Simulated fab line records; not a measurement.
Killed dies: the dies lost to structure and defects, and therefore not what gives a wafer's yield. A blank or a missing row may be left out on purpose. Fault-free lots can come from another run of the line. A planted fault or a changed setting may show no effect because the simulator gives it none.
Split-lot trial :: flow ritCmos :: on a route of 202 steps: 5 lots, 23 wafers read

## ON THE SPLIT
At RIT_ACTIVE_COAT_06 (resist thk 1000 nm), the setting spinRpm was moved away from the recipe's 3250 rpm on 9 of the 23 wafers read, by -5.1% to +6.3%. The other wafers ran this setting at the recipe's value.

## FROM THE SPLIT TO THE READING: what the file shows between them, 3 steps
- RIT_ACTIVE_SOFTBAKE_07: time 60 s
- RIT_ACTIVE_EXPOSE_08: exposes mask M1, target cd 1400 nm
- RIT_ACTIVE_DEVELOP_10: develop time 50 s

## THE READING
NOVOLAK_of_ACTIVE_COAT_06.thkNm (the simulator's own value, which no gauge read), in nm, at RIT_ACTIVE_HARDBAKE_12 (time 60 s). The file gives no usual value for it. The 14 wafers here that ran the recipe average 883.8 nm, standard deviation 2.1 nm.

wafer: L075.1
tool, chamber at the split: lithoTrack-04, 0
spinRpm as run, rpm: 3319
against the recipe: +2.1%
NOVOLAK_of_ACTIVE_COAT_06.thkNm, nm: 872.3
against lot-mates on the recipe: -11.7

wafer: L075.2
tool, chamber at the split: lithoTrack-04, 0
spinRpm as run, rpm: 3319
against the recipe: +2.1%
NOVOLAK_of_ACTIVE_COAT_06.thkNm, nm: 877.9
against lot-mates on the recipe: -6.1

wafer: L075.3
tool, chamber at the split: lithoTrack-04, 0
spinRpm as run, rpm: 3250
against the recipe: recipe
NOVOLAK_of_ACTIVE_COAT_06.thkNm, nm: 882.6
against lot-mates on the recipe: -

wafer: L075.4
tool, chamber at the split: lithoTrack-04, 0
spinRpm as run, rpm: 3319
against the recipe: +2.1%
NOVOLAK_of_ACTIVE_COAT_06.thkNm, nm: 873.7
against lot-mates on the recipe: -10.3

wafer: L075.5
tool, chamber at the split: lithoTrack-04, 0
spinRpm as run, rpm: 3250
against the recipe: recipe
NOVOLAK_of_ACTIVE_COAT_06.thkNm, nm: 885.4
against lot-mates on the recipe: -

wafer: L076.1
tool, chamber at the split: lithoTrack-04, 0
spinRpm as run, rpm: 3250
against the recipe: recipe
NOVOLAK_of_ACTIVE_COAT_06.thkNm, nm: 882
against lot-mates on the recipe: -

wafer: L076.3
tool, chamber at the split: lithoTrack-04, 0
spinRpm as run, rpm: 3164
against the recipe: -2.6%
NOVOLAK_of_ACTIVE_COAT_06.thkNm, nm: 895.4
against lot-mates on the recipe: +13.4

wafer: L076.4
tool, chamber at the split: lithoTrack-04, 0
spinRpm as run, rpm: 3250
against the recipe: recipe
NOVOLAK_of_ACTIVE_COAT_06.thkNm, nm: 883.2
against lot-mates on the recipe: -

wafer: L076.5
tool, chamber at the split: lithoTrack-04, 0
spinRpm as run, rpm: 3250
against the recipe: recipe
NOVOLAK_of_ACTIVE_COAT_06.thkNm, nm: 880.9
against lot-mates on the recipe: -

wafer: L076.6
tool, chamber at the split: lithoTrack-04, 0
spinRpm as run, rpm: 3164
against the recipe: -2.6%
NOVOLAK_of_ACTIVE_COAT_06.thkNm, nm: 895
against lot-mates on the recipe: +13.0

wafer: L079.1
tool, chamber at the split: lithoTrack-03, 0
spinRpm as run, rpm: 3250
against the recipe: recipe
NOVOLAK_of_ACTIVE_COAT_06.thkNm, nm: 884.3
against lot-mates on the recipe: -

wafer: L079.3
tool, chamber at the split: lithoTrack-03, 0
spinRpm as run, rpm: 3084
against the recipe: -5.1%
NOVOLAK_of_ACTIVE_COAT_06.thkNm, nm: 910.4
against lot-mates on the recipe: +23.6

wafer: L079.4
tool, chamber at the split: lithoTrack-03, 0
spinRpm as run, rpm: 3250
against the recipe: recipe
NOVOLAK_of_ACTIVE_COAT_06.thkNm, nm: 888.3
against lot-mates on the recipe: -

wafer: L079.5
tool, chamber at the split: lithoTrack-03, 0
spinRpm as run, rpm: 3084
against the recipe: -5.1%
NOVOLAK_of_ACTIVE_COAT_06.thkNm, nm: 909.1
against lot-mates on the recipe: +22.3

wafer: L079.6
tool, chamber at the split: lithoTrack-03, 0
spinRpm as run, rpm: 3250
against the recipe: recipe
NOVOLAK_of_ACTIVE_COAT_06.thkNm, nm: 887.8
against lot-mates on the recipe: -

wafer: L080.3
tool, chamber at the split: lithoTrack-04, 0
spinRpm as run, rpm: 3250
against the recipe: recipe
NOVOLAK_of_ACTIVE_COAT_06.thkNm, nm: 883.5
against lot-mates on the recipe: -

wafer: L080.4
tool, chamber at the split: lithoTrack-04, 0
spinRpm as run, rpm: 3250
against the recipe: recipe
NOVOLAK_of_ACTIVE_COAT_06.thkNm, nm: 884.9
against lot-mates on the recipe: -

wafer: L080.6
tool, chamber at the split: lithoTrack-04, 0
spinRpm as run, rpm: 3250
against the recipe: recipe
NOVOLAK_of_ACTIVE_COAT_06.thkNm, nm: 882.4
against lot-mates on the recipe: -

wafer: L083.1
tool, chamber at the split: lithoTrack-01, 0
spinRpm as run, rpm: 3250
against the recipe: recipe
NOVOLAK_of_ACTIVE_COAT_06.thkNm, nm: 881.6
against lot-mates on the recipe: -

wafer: L083.3
tool, chamber at the split: lithoTrack-01, 0
spinRpm as run, rpm: 3454
against the recipe: +6.3%
NOVOLAK_of_ACTIVE_COAT_06.thkNm, nm: 858.7
against lot-mates on the recipe: -24.0

wafer: L083.4
tool, chamber at the split: lithoTrack-01, 0
spinRpm as run, rpm: 3250
against the recipe: recipe
NOVOLAK_of_ACTIVE_COAT_06.thkNm, nm: 882.2
against lot-mates on the recipe: -

wafer: L083.5
tool, chamber at the split: lithoTrack-01, 0
spinRpm as run, rpm: 3454
against the recipe: +6.3%
NOVOLAK_of_ACTIVE_COAT_06.thkNm, nm: 857.9
against lot-mates on the recipe: -24.8

wafer: L083.6
tool, chamber at the split: lithoTrack-01, 0
spinRpm as run, rpm: 3250
against the recipe: recipe
NOVOLAK_of_ACTIVE_COAT_06.thkNm, nm: 884.4
against lot-mates on the recipe: -

FIT RESULTS
A straight line over all 23 wafers: NOVOLAK_of_ACTIVE_COAT_06.thkNm changes by -4.45 nm for each +1% of spinRpm; r = -0.98; the points scatter about the line by 2.3 nm.
The same after taking each lot's own level away (the mean of its wafers on the recipe; 23 wafers): -4.24 nm for each +1%; r = -0.99; scatter 1.7 nm.
On that fit, the largest move of spinRpm shifts the reading by 27 nm.
Across the lots, their own levels run from 882.03 to 886.80 nm, a range of 2.2 times the standard deviation given above.
The two slopes agree, so the slope changes little with the lot-to-lot level.
Check: -27 nm against its lot-mates is what the line predicts for one of the wafers moved furthest among these (+6.3%) when that wafer is left out of the fit. Against them it came out at -24 nm.

## THESE WAFERS: OTHER SPLITS
Note: prior to the reading, these wafers also went through further splits. Each is held against what the fit with the lots' levels taken away leaves over:
other split on the same wafers: RIT_ACTIVE_CVD_03 timeS
wafers away from the commonest value: 15
r with NOVOLAK_of_ACTIVE_COAT_06.thkNm (lot level and that fit taken away): +0.17

## THE WHOLE CHAIN: every reading that the file lists as answering this split, in the file's order
step: RIT_ACTIVE_COAT_06
what it does: resist thk 1000 nm
reading: NOVOLAK_of_ACTIVE_COAT_06.thkNm (the simulator's own value, which no gauge read)
change (the file's fit): -4.82 nm for each +1% of the setting
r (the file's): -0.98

step: RIT_ACTIVE_HARDBAKE_12
what it does: time 60 s
reading: NOVOLAK_of_ACTIVE_COAT_06.thkNm (the simulator's own value, which no gauge read)
change (the file's fit): -4.22 nm for each +1% of the setting
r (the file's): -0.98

## THE FILE'S OWN FIT
NOVOLAK_of_ACTIVE_COAT_06.thkNm changes by -4.22 nm for each +1% of spinRpm, r = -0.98.
